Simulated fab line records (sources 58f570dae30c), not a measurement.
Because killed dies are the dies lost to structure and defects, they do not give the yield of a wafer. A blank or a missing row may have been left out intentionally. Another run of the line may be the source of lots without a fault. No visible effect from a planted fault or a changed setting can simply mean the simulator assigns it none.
Commonality check across tools -- flow berkeley cmos170 -- 16 lots, 48 wafers sampled

## REASON FOR OPENING
Flagged at UCB170_ACTIVE_CD_MEAS_13: reading cd nm, on 4 of 16 lots. No-fault wafers: 1200.1 nm, standard deviation 1.5.
Rule: a lot is flagged when every wafer of it that has a number lies more than 4 standard deviations from that mean, or none has a number. All remaining lots are regarded as sound.

lot,measured,on,"cd nm (nm), wafer by wafer",flag
L857,day 4 13:05,cd sem-02,1201.6 1200.4 1200.5,
L858,day 5 01:22,cd sem-02,1199.9 1199.9 1199.6,
L859,day 5 01:38,cd sem-02,1199.2 1198.0 1201.4,
L860,day 5 01:47,cd sem-02,1199.5 1199.1 1200.6,
L862,day 5 10:32,cd sem-01,1202.6 1200.9 1200.6,
L861,day 5 10:44,cd sem-02,1201.0 1201.8 1201.2,
L865,day 5 17:08,cd sem-01,1217.4 1218.3 1219.0,FLAGGED
L866,day 5 17:26,cd sem-01,1197.7 1198.9 1198.5,
L863,day 5 17:44,cd sem-01,1201.7 1203.1 1201.3,
L864,day 5 17:58,cd sem-01,1215.9 1214.1 1215.1,FLAGGED
L867,day 6 11:44,cd sem-02,1213.3 1213.9 1214.1,FLAGGED
L869,day 6 20:25,cd sem-02,1206.9 1206.9 1206.8,FLAGGED
L874,day 7 17:22,cd sem-02,1202.4 1203.7 1202.6,
L875,day 7 23:26,cd sem-01,1200.9 1202.3 1201.2,
L877,day 8 14:56,cd sem-01,1200.1 1200.2 1200.1,
L879,day 9 03:55,cd sem-01,1198.8 1199.6 1199.0,
The mean of the flagged lots' numbers is 1213.5 nm, +13.4 nm from the usual (+9 standard deviations).

## WHICH TOOL EACH LOT WENT THROUGH
The record holds 1 process step before the reading, out of a route of 331 steps. Read each cell as the tool, then ch plus the chambers that the sampled wafers visited, then the start.
lot,flag,UCB170_ACTIVE_EXPOSE_10
L857,,"krf scanner-02 ch 0, day 4 12:41"
L858,,"krf scanner-02 ch 0, day 5 00:31"
L859,,"krf scanner-02 ch 0, day 5 00:37"
L860,,"krf scanner-01 ch 0, day 5 00:53"
L862,,"krf scanner-02 ch 0, day 5 10:04"
L861,,"krf scanner-01 ch 0, day 5 10:20"
L865,FLAGGED,"krf scanner-01 ch 0, day 5 16:44"
L866,,"krf scanner-02 ch 0, day 5 17:02"
L863,,"krf scanner-02 ch 0, day 5 17:06"
L864,FLAGGED,"krf scanner-01 ch 0, day 5 17:20"
L867,FLAGGED,"krf scanner-01 ch 0, day 6 11:06"
L869,FLAGGED,"krf scanner-01 ch 0, day 6 20:02"
L874,,"krf scanner-02 ch 0, day 7 16:58"
L875,,"krf scanner-02 ch 0, day 7 22:26"
L877,,"krf scanner-02 ch 0, day 8 14:07"
L879,,"krf scanner-02 ch 0, day 9 03:31"
What the steps here do:
- UCB170_ACTIVE_EXPOSE_10: exposes mask ACTIVE, target cd 1200 nm.
- UCB170_ACTIVE_CD_MEAS_13: target cd 1200 nm.

## FLAGGED AGAINST TOTAL, ONE TOOL AT A TIME (gauges that did the reading follow at the end)
step,tool,lots run,flagged,share of the flagged lots,sound lots run after its first flagged lot
UCB170_ACTIVE_EXPOSE_10,krf scanner-01,6,4,all,0
UCB170_ACTIVE_EXPOSE_10,krf scanner-02,10,0,none,-
UCB170_ACTIVE_CD_MEAS_13,cd sem-01,8,2,some,"5 (L866,L863,L875,L877,L879)"
UCB170_ACTIVE_CD_MEAS_13,cd sem-02,8,2,some,1 (L874)

## WHAT THE TABLE ALLOWS
In the table, 1 row covers all flagged lots: krf scanner-01 at UCB170_ACTIVE_EXPOSE_10.
- krf scanner-01 at UCB170_ACTIVE_EXPOSE_10: 4 of its 6 lots flagged. Its last sound lot is L861 (day 5 10:20), its first flagged lot L865 (day 5 16:44): a fault that began between those two fits. Its own readings lie more than 4 standard deviations out on every wafer of the flagged lots: exposure dose mJ cm2.
Left over: one tool, krf scanner-01 at UCB170_ACTIVE_EXPOSE_10.

## WHAT HAD BEEN PUT IN BY THE SIMULATOR
Process parameters drifting: krf scanner-01 at UCB170_ACTIVE_EXPOSE_10, beginning at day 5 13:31. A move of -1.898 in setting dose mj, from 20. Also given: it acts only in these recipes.
Lots struck among those shown: L865, L864, L867, L869. The rule above found the same.
